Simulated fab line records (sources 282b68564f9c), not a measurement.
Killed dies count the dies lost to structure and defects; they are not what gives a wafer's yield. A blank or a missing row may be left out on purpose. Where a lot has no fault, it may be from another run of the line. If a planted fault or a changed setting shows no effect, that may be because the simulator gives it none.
The tool behind it: which one? || flow rit cmos || 13 lots, 39 wafers sampled, at 2 steps of a route of 202

## WHAT THE GAUGES READ, wafer by wafer
RIT_M1_CD_MEAS_90: target cd 2600 nm.
{"lot": "L480", "measured": "day 3 08:32", "on": "cd sem-01", "cd nm (nm)": "2599.4 2602.3 2601.4"}
{"lot": "L481", "measured": "day 3 12:52", "on": "cd sem-01", "cd nm (nm)": "2601.1 2605.9 2605.0"}
{"lot": "L482", "measured": "day 3 16:25", "on": "cd sem-01", "cd nm (nm)": "2604.1 2603.9 2606.8"}
{"lot": "L483", "measured": "day 3 22:55", "on": "cd sem-02", "cd nm (nm)": "2596.2 2596.6 2597.6"}
{"lot": "L486", "measured": "day 4 13:28", "on": "cd sem-02", "cd nm (nm)": "2603.2 2600.9 2600.5"}
{"lot": "L487", "measured": "day 4 17:14", "on": "cd sem-02", "cd nm (nm)": "2599.6 2610.2 2611.6"}
{"lot": "L490", "measured": "day 5 15:10", "on": "cd sem-01", "cd nm (nm)": "2599.3 2610.1 2612.0"}
{"lot": "L495", "measured": "day 6 10:58", "on": "cd sem-01", "cd nm (nm)": "2600.2 2602.5 2601.2"}
{"lot": "L494", "measured": "day 6 11:33", "on": "cd sem-01", "cd nm (nm)": "2601.4 2602.8 2599.2"}
{"lot": "L497", "measured": "day 6 23:34", "on": "cd sem-02", "cd nm (nm)": "2597.5 2598.1 2597.8"}
{"lot": "L499", "measured": "day 7 07:09", "on": "cd sem-02", "cd nm (nm)": "2598.3 2602.3 2598.9"}
{"lot": "L501", "measured": "day 7 17:53", "on": "cd sem-02", "cd nm (nm)": "2601.6 2600.6 2601.1"}
{"lot": "L502", "measured": "day 7 22:25", "on": "cd sem-02", "cd nm (nm)": "2600.3 2599.1 2600.3"}

## WHAT TOOL EACH LOT RAN ON (gives the tool, then ch and the chambers of the sampled wafers, and finally the start)
{"lot": "L480", "RIT_M1_METAL_ETCH_12": "rie metal-02 ch 0, day 3 08:00"}
{"lot": "L481", "RIT_M1_METAL_ETCH_12": "rie metal-01 ch 0,1, day 3 12:22"}
{"lot": "L482", "RIT_M1_METAL_ETCH_12": "rie metal-04 ch 0,1, day 3 15:54"}
{"lot": "L483", "RIT_M1_METAL_ETCH_12": "rie metal-02 ch 0,1, day 3 22:24"}
{"lot": "L486", "RIT_M1_METAL_ETCH_12": "rie metal-02 ch 0,1, day 4 12:56"}
{"lot": "L487", "RIT_M1_METAL_ETCH_12": "rie metal-01 ch 0,1, day 4 16:44"}
{"lot": "L490", "RIT_M1_METAL_ETCH_12": "rie metal-01 ch 0,1, day 5 14:40"}
{"lot": "L495", "RIT_M1_METAL_ETCH_12": "rie metal-04 ch 0,1, day 6 10:26"}
{"lot": "L494", "RIT_M1_METAL_ETCH_12": "rie metal-02 ch 1, day 6 10:52"}
{"lot": "L497", "RIT_M1_METAL_ETCH_12": "rie metal-02 ch 1, day 6 23:02"}
{"lot": "L499", "RIT_M1_METAL_ETCH_12": "rie metal-02 ch 0,1, day 7 06:38"}
{"lot": "L501", "RIT_M1_METAL_ETCH_12": "rie metal-04 ch 0,1, day 7 17:22"}
{"lot": "L502", "RIT_M1_METAL_ETCH_12": "rie metal-02 ch 0,1, day 7 21:53"}
- RIT_M1_METAL_ETCH_12: etches Al in Cl2/BCl3, stops on SiO2, time 165 s, target depth 600 nm.

## WHAT THE TOOLS THEMSELVES READ (means of the sampled wafers that have a number; where no wafer has one, the mark that the record gives instead)
RIT_M1_METAL_ETCH_12.
{"lot": "L480", "tool": "rie metal-02", "drypump motor current A (A)": 6.6, "oes product au (a.u.)": 0.762, "run length s (s)": 193.3, "throttle valve pct (%)": 8.36}
{"lot": "L481", "tool": "rie metal-01", "drypump motor current A (A)": 5.3, "oes product au (a.u.)": 0.765, "run length s (s)": 192.8, "throttle valve pct (%)": 8.37}
{"lot": "L482", "tool": "rie metal-04", "drypump motor current A (A)": 6.0, "oes product au (a.u.)": 0.776, "run length s (s)": 193.4, "throttle valve pct (%)": 8.27}
{"lot": "L483", "tool": "rie metal-02", "drypump motor current A (A)": 6.4, "oes product au (a.u.)": 0.766, "run length s (s)": 193.2, "throttle valve pct (%)": 8.34}
{"lot": "L486", "tool": "rie metal-02", "drypump motor current A (A)": 6.2, "oes product au (a.u.)": 0.772, "run length s (s)": 193.1, "throttle valve pct (%)": 8.33}
{"lot": "L487", "tool": "rie metal-01", "drypump motor current A (A)": 5.4, "oes product au (a.u.)": 0.897, "run length s (s)": 148.9, "throttle valve pct (%)": 8.36}
{"lot": "L490", "tool": "rie metal-01", "drypump motor current A (A)": 5.4, "oes product au (a.u.)": 0.911, "run length s (s)": 149.2, "throttle valve pct (%)": 8.39}
{"lot": "L495", "tool": "rie metal-04", "drypump motor current A (A)": 6.0, "oes product au (a.u.)": 0.785, "run length s (s)": 193.4, "throttle valve pct (%)": 8.26}
{"lot": "L494", "tool": "rie metal-02", "drypump motor current A (A)": 6.0, "oes product au (a.u.)": 0.789, "run length s (s)": 192.7, "throttle valve pct (%)": 8.32}
{"lot": "L497", "tool": "rie metal-02", "drypump motor current A (A)": 6.0, "oes product au (a.u.)": 0.776, "run length s (s)": 192.8, "throttle valve pct (%)": 8.32}
{"lot": "L499", "tool": "rie metal-02", "drypump motor current A (A)": 6.4, "oes product au (a.u.)": 0.767, "run length s (s)": 193.2, "throttle valve pct (%)": 8.34}
{"lot": "L501", "tool": "rie metal-04", "drypump motor current A (A)": 6.0, "oes product au (a.u.)": 0.780, "run length s (s)": 193.5, "throttle valve pct (%)": 8.27}
{"lot": "L502", "tool": "rie metal-02", "drypump motor current A (A)": 6.2, "oes product au (a.u.)": 0.776, "run length s (s)": 193.1, "throttle valve pct (%)": 8.33}

## THE ANSWER, worked out from the rows above alone
Rule: what is usual is taken from the lots themselves. Put in order of their means at a reading, lots are off if they are a third of the lots or fewer, leave a main group of 4 or more, and stand apart from it by a gap of 3 or more times the standard deviation of the main group's means; of several such gaps the widest counts. If all means in a main group match to the digits the tables above print for the reading, that group is not used. A lot without any number at a reading at which 4 lots or more have one is off too. The other lots that the step has rows for count as sound. After the gauges, taken in route order, come the tools' own readings; for these a lot's mean is taken, as printed above. At the first step where some lot is off, the reading lying furthest off is the one used; lots without a number count as furthest.
Off, at RIT_M1_METAL_ETCH_12 on run length s: L487, L490. Main group: mean 193.1 s, sd 0.26.
If a tool, at that step or one of the process steps before it, ran each lot that is off and ran no sound lot following the first of them, it fits. One fits: rie metal-01 at RIT_M1_METAL_ETCH_12. A fault onset in the window from L481 (day 3 12:22, its last sound lot) to L487 (day 4 16:44, its first lot off) fits.
The tool's own readings at RIT_M1_METAL_ETCH_12 bear it out: on the lots that are off they differ by more than 5 times the standard deviation of the sound lots' means. oes product au reads 0.904 a.u. there against 0.774 a.u. on the sound lots; run length s reads 149.1 s there against 193.1 s on the sound lots.

## WHAT WAS PUT IN BY THE SIMULATOR
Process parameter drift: rie metal-01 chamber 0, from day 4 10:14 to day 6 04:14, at RIT_M1_METAL_ETCH_12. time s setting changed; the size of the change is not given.
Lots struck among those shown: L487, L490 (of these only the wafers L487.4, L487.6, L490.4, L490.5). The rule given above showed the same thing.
